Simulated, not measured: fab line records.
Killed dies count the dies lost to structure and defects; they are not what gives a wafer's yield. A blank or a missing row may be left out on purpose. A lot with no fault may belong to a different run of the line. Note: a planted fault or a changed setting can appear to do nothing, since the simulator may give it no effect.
2 desks, one fault :: flow berkeley_cmos170 :: only its own numbers are on each desk; what lay behind them is given at the end

THE TOOL OWNER'S DESK: krf_scanner-02
The tool's own readings at UCB170_PLDD_EXPOSE_03 (exposes mask PSELECT, target cd 1200 nm): means of the sampled wafers that have a number, for each lot that ran on this tool. A lot is out of limits, marked OUT, if its mean lies more than 4 standard deviations from the usual mean; the brackets give that distance.
Columns: A = exposure_dose_mJ_cm2 at UCB170_PLDD_EXPOSE_03, usual 29.984
lot: L789
first seen here: day 6 17:32
A: 29.976

lot: L790
first seen here: day 6 17:54
A: 29.970

lot: L792
first seen here: day 6 23:37
A: 30.017

lot: L793
first seen here: day 7 11:52
A: 29.999

lot: L794
first seen here: day 7 12:02
A: 29.971

lot: L800
first seen here: day 9 02:11
A: 29.856 (-4.6) OUT

lot: L801
first seen here: day 9 03:07
A: 29.862 (-4.4) OUT

lot: L802
first seen here: day 9 07:04
A: 29.657 (-12) OUT
This desk's verdict: out of limits on L800, L801, L802, starting with L800 at day 9 02:11 (exposure_dose_mJ_cm2 at UCB170_PLDD_EXPOSE_03). L789, L790, L792, L793, L794: within limits.

AT THE METROLOGY DESK
What the gauges read for every lot (on any tool): the sampled wafers with a number, averaged. A lot is out of limits, marked OUT, if its mean lies more than 4 standard deviations from the usual mean; the brackets give that distance.
Columns: A = PFIELD_TW at UCB170_PFIELD_TW_MEAS_09, usual 599; B = NVT_TW at UCB170_NVT_TW_MEAS_09, usual 520; C = GATE_POLY_THK at UCB170_GATE_THK_MEAS_05, usual 212.2 nm
lot: L789
first seen here: day 4 18:39
A: 606
B: 520
C: 213.7

lot: L790
first seen here: day 4 19:07
A: 595
B: 521
C: 211.9

lot: L791
first seen here: day 5 01:01
A: 596
B: 517
C: 213.3

lot: L792
first seen here: day 5 01:13
A: 595
B: 518
C: 212.7

lot: L794
first seen here: day 5 12:57
A: 606
B: 526
C: 210.9

lot: L793
first seen here: day 5 13:14
A: 608
B: 519
C: 214.8

lot: L796
first seen here: day 5 23:44
A: 605
B: 526
C: 212.2

lot: L795
first seen here: day 6 00:09
A: 597
B: 524
C: 212.3

lot: L801
first seen here: day 7 01:10
A: 602
B: 526
C: 210.3

lot: L800
first seen here: day 7 01:32
A: 595
B: 517
C: 207.4

lot: L802
first seen here: day 7 09:50
A: 599
B: 520
C: 212.3

lot: L809
first seen here: day 9 01:37
A: 595
B: 519
C: 212.2

lot: L810
first seen here: day 9 02:13
A: 601
B: 518
C: 213.1

lot: L812
first seen here: day 9 08:04
A: 594
B: 518
C: 210.3
Finding of this desk: none of the 14 lots has anything out of limits.

PUT TOGETHER
At day 9 02:11, on L800, L801, L802, the tool owner's desk was in a position to raise an alarm.
Metrology desk: nothing out of limits seen.
The metrology desk has L800, L801, L802 on record, within its limits.
Every lot named ran UCB170_PLDD_EXPOSE_03 on krf_scanner-02.

WHAT THE SIMULATOR PUT IN
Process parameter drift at UCB170_PLDD_EXPOSE_03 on krf_scanner-02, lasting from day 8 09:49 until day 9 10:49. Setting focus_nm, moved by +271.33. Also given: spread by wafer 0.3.
Struck lots among those shown: L800, L801, L802.
Hours from the fault's start to each desk's first reading out of limits: the tool owner's desk, 16.
